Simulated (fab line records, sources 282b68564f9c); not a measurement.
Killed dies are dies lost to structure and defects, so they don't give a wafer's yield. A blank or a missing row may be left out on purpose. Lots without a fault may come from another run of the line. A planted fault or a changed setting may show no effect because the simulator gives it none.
Split-lot experiment | flow rit_cmos | 5 lots, 23 wafers read, on a route of 202 steps

THE SPLIT
At RIT_ACTIVE_CVD_03 (deposits Si3N4 from SiH2Cl2/NH3, target thk 150 nm, time 1500 s), the setting sih2cl2_flow_sccm was moved away from the recipe's 60 sccm on 20 of the 23 wafers read, by -7.4% to +13.7%. The other wafers ran this setting at the recipe's value.

The reading is taken at the split's own step.

THE READING
Si3N4_of_ACTIVE_CVD_03.thk_nm (the simulator's own value, which no gauge read), in nm, at RIT_ACTIVE_CVD_03 (deposits Si3N4 from SiH2Cl2/NH3, target thk 150 nm, time 1500 s). The file gives no usual value for it. The 3 wafers here that ran the recipe average 150.0 nm, standard deviation 0.5 nm.

wafer  | tool, chamber at the split | sih2cl2_flow_sccm as run, sccm | against the recipe | Si3N4_of_ACTIVE_CVD_03.thk_nm, nm | against lot-mates on the recipe
L077.1 | lpcvd-02, 0                | 60                             | recipe             | 150.3                             | -
L077.4 | lpcvd-02, 0                | 60                             | recipe             | 149.3                             | -
L077.6 | lpcvd-02, 0                | 60                             | recipe             | 150.4                             | -
L078.2 | -, -                       | 64.02                          | +6.7%              | 151.1                             | no lot-mate on the recipe
L078.3 | -, -                       | 64.02                          | +6.7%              | 150.9                             | no lot-mate on the recipe
L078.4 | -, -                       | 64.02                          | +6.7%              | 150.3                             | no lot-mate on the recipe
L078.5 | -, -                       | 64.02                          | +6.7%              | 150.3                             | no lot-mate on the recipe
L078.6 | -, -                       | 64.02                          | +6.7%              | 150                               | no lot-mate on the recipe
L080.2 | -, -                       | 55.54                          | -7.4%              | 148.9                             | no lot-mate on the recipe
L080.3 | -, -                       | 55.54                          | -7.4%              | 149.3                             | no lot-mate on the recipe
L080.4 | -, -                       | 55.54                          | -7.4%              | 149.1                             | no lot-mate on the recipe
L080.5 | -, -                       | 55.54                          | -7.4%              | 147.9                             | no lot-mate on the recipe
L080.6 | -, -                       | 55.54                          | -7.4%              | 148.1                             | no lot-mate on the recipe
L081.1 | -, -                       | 68.25                          | +13.7%             | 157.8                             | no lot-mate on the recipe
L081.2 | -, -                       | 68.25                          | +13.7%             | 157.2                             | no lot-mate on the recipe
L081.5 | -, -                       | 68.25                          | +13.7%             | 157.2                             | no lot-mate on the recipe
L081.3 | -, -                       | 68.25                          | +13.7%             | 156.8                             | no lot-mate on the recipe
L081.4 | -, -                       | 68.25                          | +13.7%             | 156.8                             | no lot-mate on the recipe
L083.1 | -, -                       | 63.22                          | +5.4%              | 152.5                             | no lot-mate on the recipe
L083.2 | -, -                       | 63.22                          | +5.4%              | 151.2                             | no lot-mate on the recipe
L083.3 | -, -                       | 63.22                          | +5.4%              | 153                               | no lot-mate on the recipe
L083.4 | -, -                       | 63.22                          | +5.4%              | 152.1                             | no lot-mate on the recipe
L083.5 | -, -                       | 63.22                          | +5.4%              | 152.1                             | no lot-mate on the recipe

THE FIT
A straight line over all 23 wafers: Si3N4_of_ACTIVE_CVD_03.thk_nm changes by +0.366 nm for each +1% of sih2cl2_flow_sccm; r = +0.87; the points scatter about the line by 1.6 nm.
Too few moved wafers have a lot-mate on the recipe to fit a line with each lot's own level taken away.

THE FILE'S OWN FIT
Si3N4_of_ACTIVE_CVD_03.thk_nm changes by +0.366 nm for each +1% of sih2cl2_flow_sccm, r = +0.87.
